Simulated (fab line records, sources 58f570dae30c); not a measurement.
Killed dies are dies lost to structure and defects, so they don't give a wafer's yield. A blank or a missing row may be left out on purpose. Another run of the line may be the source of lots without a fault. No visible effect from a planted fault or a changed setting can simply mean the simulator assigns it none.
Split-lot experiment | flow berkeleyCmos170 | 23 wafers read across 5 lots, on a route 331 steps long

## ON THE SPLIT
At UCB170_SILICIDE_SPUTTER_01 (material Ti, target thk 30 nm, time 25 s), the setting timeS was moved away from the recipe's 25 s on 10 of the 23 wafers read, by +5.3% to +14.1%. For the rest of the wafers, this setting stayed at what the recipe calls for.

## FROM SPLIT TO READING: 1 step shown by the file between the two
- UCB170_SILICIDE_RS_MEAS_02: measures by four-point-probe

## THE READING
SILICIDE_TI_THK, in nm, at UCB170_SILICIDE_THK_MEAS_03 (measures by xrf). On this fab line, fault-free wafers typically give 29.6 nm with a standard deviation of 0.48 nm.

wafer  | tool, chamber at the split | timeS as run, s | against the recipe | SILICIDE_TI_THK, nm | against lot-mates on the recipe
L078.1 | pvdSputter-01, -           | 27.26           | +9.0%              | 31.9                | +2.6
L078.2 | pvdSputter-01, -           | 25              | recipe             | 28.9                | -
L078.3 | pvdSputter-01, -           | 25              | recipe             | 29.7                | -
L078.4 | pvdSputter-01, -           | 25              | recipe             | 29.2                | -
L078.5 | pvdSputter-01, -           | 27.26           | +9.0%              | 32.0                | +2.7
L080.1 | pvdSputter-03, -           | 25              | recipe             | 29.5                | -
L080.2 | pvdSputter-03, -           | 25              | recipe             | 29.0                | -
L080.3 | pvdSputter-03, -           | 27.58           | +10.3%             | 32.8                | +3.5
L080.4 | pvdSputter-03, -           | 27.58           | +10.3%             | 32.8                | +3.5
L080.6 | pvdSputter-03, -           | 27.58           | +10.3%             | 32.9                | +3.6
L076.2 | pvdSputter-04, -           | 28.52           | +14.1%             | 34.5                | +4.9
L076.3 | pvdSputter-04, -           | 25              | recipe             | 29.4                | -
L076.4 | pvdSputter-04, -           | 25              | recipe             | 29.9                | -
L076.5 | pvdSputter-04, -           | 28.52           | +14.1%             | 34.2                | +4.6
L076.6 | pvdSputter-04, -           | 25              | recipe             | 29.4                | -
L081.2 | pvdSputter-04, -           | 25              | recipe             | 29.8                | -
L081.3 | pvdSputter-04, -           | 25              | recipe             | 29.5                | -
L081.4 | pvdSputter-04, -           | 25              | recipe             | 29.4                | -
L085.2 | pvdSputter-04, -           | 25              | recipe             | 30.0                | -
L085.3 | pvdSputter-04, -           | 26.33           | +5.3%              | 31.5                | +1.7
L085.4 | pvdSputter-04, -           | 26.33           | +5.3%              | 31.5                | +1.7
L085.5 | pvdSputter-04, -           | 25              | recipe             | 29.6                | -
L085.6 | pvdSputter-04, -           | 26.33           | +5.3%              | 31.7                | +1.9

THE FIT
A straight line over all 23 wafers: SILICIDE_TI_THK changes by +0.329 nm for each +1% of timeS; r = +0.98; the points scatter about the line by 0.33 nm.
The same after taking each lot's own level away (the mean of its wafers on the recipe; 23 wafers): +0.335 nm for each +1%; r = +0.99; scatter 0.24 nm.
According to that fit, moving timeS by its largest amount changes the reading by 4.7 nm.
From 29.25 to 29.80 nm: that is the span of the lots' own levels, equal to 1.1 times the standard deviation above.
Hence the lot-to-lot level has little effect on the slope; both slopes agree.
Check: with one of the wafers moved furthest among these (+14.1%) left out of the fit, the line predicts +4.65 nm for it against its lot-mates. Against them it came out at +4.93 nm.

## THE WHOLE CHAIN: every reading that the file lists as answering this split, in the file's order
step                        | what it does                             | reading                                                                          | change (the file's fit)               | r (the file's)
UCB170_SILICIDE_SPUTTER_01  | material Ti, target thk 30 nm, time 25 s | Ti_of_SILICIDE_SPUTTER_01.thkNm (the simulator's own value, which no gauge read) | +0.333 nm for each +1% of the setting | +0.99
UCB170_SILICIDE_RS_MEAS_02  | measures by four-point-probe             | SILICIDE_TI_RS                                                                   | -0.303 for each +1% of the setting    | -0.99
UCB170_SILICIDE_THK_MEAS_03 | measures by xrf                          | SILICIDE_TI_THK                                                                  | +0.334 for each +1% of the setting    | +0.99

## THE FILE'S OWN FIT
SILICIDE_TI_THK changes by +0.334 nm for each +1% of timeS, r = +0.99.
